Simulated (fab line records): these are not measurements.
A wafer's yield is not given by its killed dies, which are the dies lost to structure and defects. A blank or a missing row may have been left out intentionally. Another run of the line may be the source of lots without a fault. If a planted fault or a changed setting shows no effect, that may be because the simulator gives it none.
A struck lot beside a sound one :: flow berkeley cmos170 :: 15 out of 331 route steps
Sound: wafers L771.1, L771.5, L771.6. Struck: wafers L781.1, L781.3, L781.5. Last of all comes the cause.
Each step with rows lists, per side, the tool, then ch with its chambers, then its first start. Under that, the readings that differ: sound wafers :: struck wafers :: difference of the means :: sigmas: that difference in standard deviations of wafers without a fault.
alike: readings whose means differ by less than 2 such deviations, and words and numbers that are the same on both sides. not compared: withheld readings, readings that some wafer has no value for, bounds like >300 that may hide the same value, and numbers for which the record gives no deviation and whose values overlap.
A row with sigmas, a row that says differs or no value, or rows on one side alone: a step with any of these is where the two part. Numbers that have no deviation but don't overlap get no sigmas and don't part them. A reading missing from all wafers of one side parts the sides only when that side holds two or more wafers.

first, 2 steps without rows for these wafers: UCB170_M3_COAT_05 (resist thk 900 nm); UCB170_M3_SOFTBAKE_06 (time 60 s).
UCB170_M3_STRIP_07: strips in O2.
  sound on plasma asher-03 ch 0,1, day 10 08:35; struck on plasma asher-03 ch 0, day 13 02:31
  alike: drypump motor current A, oes product au, strip time to endpoint s
  not compared: rf hours counter h
then, 7 steps without rows for these wafers: UCB170_M3_STRIP_08 (strips KrF in DMSO, time 600 s); UCB170_M3_COAT_09; UCB170_M3_COAT_10 (resist thk 900 nm); UCB170_M3_SOFTBAKE_11 (time 60 s); UCB170_M3_EXPOSE_12 (exposes mask METAL3, target cd 700 nm); UCB170_M3_PEB_13; UCB170_M3_DEVELOP_14 (develop time 45 s).
UCB170_M3_CD_MEAS_15: target cd 700 nm.
  sound: cd sem-01 at day 10 10:11; struck: cd sem-01 at day 13 03:50
  alike: cd nm
UCB170_M3_OVL_MEAS_16:
  sound: overlay-02 at day 10 10:19; struck: overlay-01 at day 13 03:57
  alike: M3_OVL
UCB170_M3_ETCH_17: etches BARC in N2/H2.
  sound on rie diel-01 ch 1,2,3, day 10 10:21; struck on rie diel-01 ch 1,2,3, day 13 03:59
reading: oes product au (a.u.)
sound: 1.027 1.007 0.986
struck: 0.932 0.911 0.903
difference: -0.091
sigmas: -5

reading: rf fwd power W (W)
sound: 499.8 495.8 497.8
struck: 415.6 416.0 414.2
difference: -82.5
sigmas: -49
  alike: drypump motor current A, throttle valve pct
UCB170_M3_METAL_ETCH_18: etches Al in Cl2/BCl3, stops on SiO2, target depth 1170 nm, time 195 s.
  sound on rie metal-04 ch 0,1, day 10 10:23; struck on rie metal-02 ch 0,1, day 13 04:02
  alike: drypump motor current A, oes product au, rf fwd power W, throttle valve pct
  not compared: rf hours counter h
then, 1 step without rows for these wafers: UCB170_M3_PROBE_99.

== WHERE THEY PART ==
At UCB170_M3_ETCH_17 and nowhere else, as far as this record goes. Later steps at which nothing parts them and some readings are alike: UCB170_M3_METAL_ETCH_18.

WHY: the cause the simulator had injected
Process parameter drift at UCB170_M3_ETCH_17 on rie diel-01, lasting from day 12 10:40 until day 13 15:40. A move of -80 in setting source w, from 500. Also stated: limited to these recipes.
